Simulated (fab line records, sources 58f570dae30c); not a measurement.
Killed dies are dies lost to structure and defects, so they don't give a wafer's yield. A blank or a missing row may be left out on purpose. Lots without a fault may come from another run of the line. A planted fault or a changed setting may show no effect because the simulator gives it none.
One fault seen from 2 desks | flow berkeley_cmos170 | each desk has only its own numbers; what lay behind them comes last

THE METROLOGY DESK
What the gauges read, lot by lot, whatever tool the lot ran on: means of the sampled wafers that have a number. A lot is out of limits, marked OUT, if its mean lies more than 4 standard deviations from the usual mean; the brackets give that distance.
Columns: A = NWELL_OXIDE_THK at UCB170_NWELL_THK_MEAS_02, usual 26.5 nm
lot  | first seen here | A
L595 | day 2 03:07     | 25.8
L598 | day 2 12:45     | 26.9
L596 | day 2 12:46     | 27.0
L599 | day 3 01:00     | 27.0
L600 | day 3 07:09     | 26.7
L602 | day 3 10:31     | 26.9
L603 | day 3 23:14     | 26.3
L604 | day 3 23:15     | 27.0
L606 | day 4 07:37     | 26.3
L605 | day 4 07:38     | 26.1
L607 | day 4 12:16     | 26.7
L608 | day 4 16:12     | 26.5
L609 | day 4 23:29     | 27.1
L610 | day 5 04:20     | 26.5
This desk's finding: nothing out of limits on any of the 14 lots.

THE TOOL OWNER'S DESK: lpcvd-02
The tool's own readings at UCB170_PWELL_CVD_05 (deposits Si3N4 from SiH2Cl2/NH3, target thk 220 nm, time 3300 s): means of the sampled wafers that have a number, for each lot that ran on this tool. A lot is out of limits, marked OUT, if its mean lies more than 4 standard deviations from the usual mean; the brackets give that distance.
Columns: A = nh3_flow_sccm at UCB170_PWELL_CVD_05, usual 75.01 sccm; B = pressure_mtorr at UCB170_PWELL_CVD_05, usual 200.0 mTorr; C = spike_tc_centre_C at UCB170_PWELL_CVD_05, usual 801.6 C
lot  | first seen here | A     | B     | C
L595 | day 3 05:28     | 74.87 | 200.0 | 800.3
L605 | day 5 05:34     | 75.02 | 199.6 | 800.7
L606 | day 5 05:34     | 74.81 | 199.9 | 801.5
L607 | day 5 05:34     | 74.95 | 200.3 | 800.6
L608 | day 5 13:10     | 74.63 | 199.6 | 802.6
This desk's finding: nothing out of limits on any of the 5 lots.

PUT TOGETHER
The metrology desk saw nothing out of limits.
The tool owner's desk saw nothing out of limits.

WHAT THE SIMULATOR HAD PUT IN
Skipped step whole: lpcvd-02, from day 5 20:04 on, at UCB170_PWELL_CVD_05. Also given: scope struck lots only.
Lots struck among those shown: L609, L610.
